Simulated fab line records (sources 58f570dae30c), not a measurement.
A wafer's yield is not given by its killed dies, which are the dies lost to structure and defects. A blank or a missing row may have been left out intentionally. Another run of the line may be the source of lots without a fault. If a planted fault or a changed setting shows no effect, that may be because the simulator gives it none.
Which tool was responsible?    flow berkeley_cmos170    36 wafers from 12 lots sampled at 2 of the route's 331 steps

WHAT EACH GAUGE READ, for each wafer
UCB170_NWELL_THK_MEAS_02.
lot   measured     on             NWELL_OXIDE_THK (nm)
L075  day 2 09:10  film_metro-04  26.6 26.3 26.9
L077  day 2 15:59  film_metro-02  26.8 26.1 26.1
L079  day 2 23:16  film_metro-03  27.0 26.6 27.1
L081  day 3 06:30  film_metro-02  26.3 26.1 26.5
L083  day 4 00:34  film_metro-04  26.3 26.0 26.5
L085  day 4 11:26  film_metro-02  27.1 27.4 27.5
L087  day 4 18:44  film_metro-03  26.1 25.6 25.6
L089  day 5 05:36  film_metro-03  25.8 25.4 26.1
L091  day 5 09:38  film_metro-02  26.2 26.7 26.3
L093  day 5 19:25  film_metro-03  26.5 26.2 26.5
L095  day 6 08:56  film_metro-04  25.5 26.0 26.0
L097  day 6 19:52  film_metro-02  26.4 26.5 26.8

EACH LOT AND THE TOOL THAT RAN IT (in order: tool; ch and the chambers of the sampled wafers; start)
lot   UCB170_ZERO_STRIP_07
L075  plasma_asher-01 ch 0,1, day 2 01:41
L077  plasma_asher-03 ch 0,1, day 2 13:12
L079  plasma_asher-03 ch 0,1, day 2 20:32
L081  plasma_asher-03 ch 0,1, day 3 04:37
L083  plasma_asher-01 ch 0,1, day 3 18:38
L085  plasma_asher-02 ch 0,1, day 4 06:42
L087  plasma_asher-03 ch 0,1, day 4 12:56
L089  plasma_asher-01 ch 0,1, day 5 01:38
L091  plasma_asher-03 ch 0,1, day 5 07:27
L093  plasma_asher-01 ch 0,1, day 5 16:05
L095  plasma_asher-02 ch 0,1, day 6 04:49
L097  plasma_asher-03 ch 0,1, day 6 17:19
- UCB170_ZERO_STRIP_07: strips in O2.

THE ANSWER, worked out from the rows above alone
Rule: what is usual is taken from the lots themselves. The widest of any qualifying gaps counts: lots, ordered by their means at a reading, are off when they make up no more than a third of the lots, leave a main group of 4 or more, and stand apart from it by 3 or more times the standard deviation of that group's means. A main group whose means are all the same, to the digits that the tables above print for the reading, isn't used. A lot without any number at a reading at which 4 lots or more have one is off too. Any other lot the step has rows for is counted as sound.
None of the lots is off at any reading shown; this tells nothing.

WHAT WAS PUT IN BY THE SIMULATOR
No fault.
